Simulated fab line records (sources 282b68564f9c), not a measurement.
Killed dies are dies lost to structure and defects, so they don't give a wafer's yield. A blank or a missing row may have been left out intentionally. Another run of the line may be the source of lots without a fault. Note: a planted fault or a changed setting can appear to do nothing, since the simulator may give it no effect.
Split-lot experiment + flow rit-cmos + 23 wafers read from 5 lots, route of 202 steps

## ON THE SPLIT
At RIT_REOX_OXIDATION_03 (target thk 25.2 nm, ox time 5580 s), the setting ox-time-s was moved away from the recipe's 5580 s on 5 of the 23 wafers read, by -9.9%. All remaining wafers had this setting at the recipe value.

The file shows no step between the split and the reading.

## THE READING
REOX_OXIDE_THK in nanometres, read at RIT_REOX_THK_MEAS_04. Fault-free wafers of this fab line usually give 25.3 nm, standard deviation 0.49 nm.

| wafer  | tool, chamber at the split | ox-time-s as run, s | against the recipe | REOX_OXIDE_THK, nm | against lot-mates on the recipe |
|--------|----------------------------|---------------------|--------------------|--------------------|---------------------------------|
| L074.2 | furnace-03, 0              | 5580                | recipe             | 26.0               | -                               |
| L074.3 | furnace-03, 0              | 5580                | recipe             | 25.4               | -                               |
| L074.5 | furnace-03, 0              | 5580                | recipe             | 26.0               | -                               |
| L075.1 | -, -                       | 5580                | recipe             | 25.3               | -                               |
| L075.3 | -, -                       | 5580                | recipe             | 25.1               | -                               |
| L075.4 | -, -                       | 5580                | recipe             | 24.9               | -                               |
| L075.5 | -, -                       | 5580                | recipe             | 25.5               | -                               |
| L075.6 | -, -                       | 5580                | recipe             | 25.3               | -                               |
| L077.2 | -, -                       | 5580                | recipe             | 25.2               | -                               |
| L077.3 | -, -                       | 5580                | recipe             | 25.8               | -                               |
| L077.4 | -, -                       | 5580                | recipe             | 25.7               | -                               |
| L077.5 | -, -                       | 5580                | recipe             | 25.4               | -                               |
| L077.6 | -, -                       | 5580                | recipe             | 25.8               | -                               |
| L079.1 | -, -                       | 5026                | -9.9%              | 23.4               | no lot-mate on the recipe       |
| L079.3 | -, -                       | 5026                | -9.9%              | 23.6               | no lot-mate on the recipe       |
| L079.4 | -, -                       | 5026                | -9.9%              | 23.3               | no lot-mate on the recipe       |
| L079.5 | -, -                       | 5026                | -9.9%              | 23.7               | no lot-mate on the recipe       |
| L079.6 | -, -                       | 5026                | -9.9%              | 23.0               | no lot-mate on the recipe       |
| L084.1 | -, -                       | 5580                | recipe             | 25.9               | -                               |
| L084.3 | -, -                       | 5580                | recipe             | 25.8               | -                               |
| L084.4 | -, -                       | 5580                | recipe             | 25.8               | -                               |
| L084.5 | -, -                       | 5580                | recipe             | 25.5               | -                               |
| L084.6 | -, -                       | 5580                | recipe             | 25.8               | -                               |

THE FIT
A straight line over all 23 wafers: REOX_OXIDE_THK changes by +0.218 nm for each +1% of ox-time-s; r = +0.95; the points scatter about the line by 0.31 nm.
Too few moved wafers with a lot-mate on the recipe to fit a line net of each lot's own level.

## THE WHOLE CHAIN: every reading that the file lists as answering this split, in the file's order
| step                  | what it does                       | reading                                                                           | change (the file's fit)               | r (the file's) |
|-----------------------|------------------------------------|-----------------------------------------------------------------------------------|---------------------------------------|----------------|
| RIT_REOX_OXIDATION_03 | target thk 25.2 nm, ox time 5580 s | SiO2_of_REOX_OXIDATION_03.thk-nm (the simulator's own value, which no gauge read) | +0.219 nm for each +1% of the setting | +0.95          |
| RIT_REOX_THK_MEAS_04  |                                    | REOX_OXIDE_THK                                                                    | +0.218 for each +1% of the setting    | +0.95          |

## FILE'S OWN FIT
REOX_OXIDE_THK changes by +0.218 nm for each +1% of ox-time-s, r = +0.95.
